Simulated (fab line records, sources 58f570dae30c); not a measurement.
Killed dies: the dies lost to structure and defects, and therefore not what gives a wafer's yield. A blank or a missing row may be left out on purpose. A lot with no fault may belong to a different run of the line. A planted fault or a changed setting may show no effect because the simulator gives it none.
Split-lot experiment | flow berkeleyCmos170 | on a route of 331 steps: 5 lots, 23 wafers read

ABOUT THE SPLIT
At UCB170_WELLDRIVE_OXIDATION_01 (target thk 199 nm, ox time 9000 s), the setting oxTimeS was moved away from the recipe's 9000 s on 20 of the 23 wafers read, by -11.6% to +9.7%. For the rest of the wafers, this setting stayed at what the recipe calls for.

The split's own step is where the reading is taken.

THE READING
SiO2_of_WELLDRIVE_OXIDATION_01.thkNm (the simulator's own value, which no gauge read), in nm, at UCB170_WELLDRIVE_OXIDATION_01 (target thk 199 nm, ox time 9000 s). The file does not state a usual value for it. The 3 wafers here that ran the recipe average 203.7 nm, standard deviation 1.2 nm.

wafer  | tool, chamber at the split | oxTimeS as run, s | against the recipe | SiO2_of_WELLDRIVE_OXIDATION_01.thkNm, nm | against lot-mates on the recipe
L075.1 | furnace-02, 0              | 9000              | recipe             | 205                                      | -
L075.3 | furnace-02, 0              | 9000              | recipe             | 202.1                                    | -
L075.5 | furnace-02, 0              | 9000              | recipe             | 203.9                                    | -
L076.2 | -, -                       | 7955              | -11.6%             | 178.7                                    | no lot-mate on the recipe
L076.3 | -, -                       | 7955              | -11.6%             | 179.6                                    | no lot-mate on the recipe
L076.4 | -, -                       | 7955              | -11.6%             | 177.2                                    | no lot-mate on the recipe
L076.5 | -, -                       | 7955              | -11.6%             | 178.9                                    | no lot-mate on the recipe
L076.6 | -, -                       | 7955              | -11.6%             | 182.8                                    | no lot-mate on the recipe
L078.1 | -, -                       | 9568              | +6.3%              | 203.6                                    | no lot-mate on the recipe
L078.2 | -, -                       | 9568              | +6.3%              | 205.3                                    | no lot-mate on the recipe
L078.4 | -, -                       | 9568              | +6.3%              | 202.5                                    | no lot-mate on the recipe
L078.5 | -, -                       | 9568              | +6.3%              | 208.2                                    | no lot-mate on the recipe
L078.6 | -, -                       | 9568              | +6.3%              | 203.8                                    | no lot-mate on the recipe
L080.1 | -, -                       | 9876              | +9.7%              | 207.3                                    | no lot-mate on the recipe
L080.2 | -, -                       | 9876              | +9.7%              | 212.7                                    | no lot-mate on the recipe
L080.3 | -, -                       | 9876              | +9.7%              | 208                                      | no lot-mate on the recipe
L080.4 | -, -                       | 9876              | +9.7%              | 208.3                                    | no lot-mate on the recipe
L080.5 | -, -                       | 9876              | +9.7%              | 206.3                                    | no lot-mate on the recipe
L084.1 | -, -                       | 8425              | -6.4%              | 195.7                                    | no lot-mate on the recipe
L084.2 | -, -                       | 8425              | -6.4%              | 191.2                                    | no lot-mate on the recipe
L084.3 | -, -                       | 8425              | -6.4%              | 195.6                                    | no lot-mate on the recipe
L084.5 | -, -                       | 8425              | -6.4%              | 195.4                                    | no lot-mate on the recipe
L084.6 | -, -                       | 8425              | -6.4%              | 193.6                                    | no lot-mate on the recipe

FIT RESULTS
A straight line over all 23 wafers: SiO2_of_WELLDRIVE_OXIDATION_01.thkNm changes by +1.24 nm for each +1% of oxTimeS; r = +0.93; the points scatter about the line by 4.2 nm.
Too few moved wafers with a lot-mate on the recipe to fit a line net of each lot's own level.

FILE'S OWN FIT
SiO2_of_WELLDRIVE_OXIDATION_01.thkNm changes by +1.24 nm for each +1% of oxTimeS, r = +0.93.
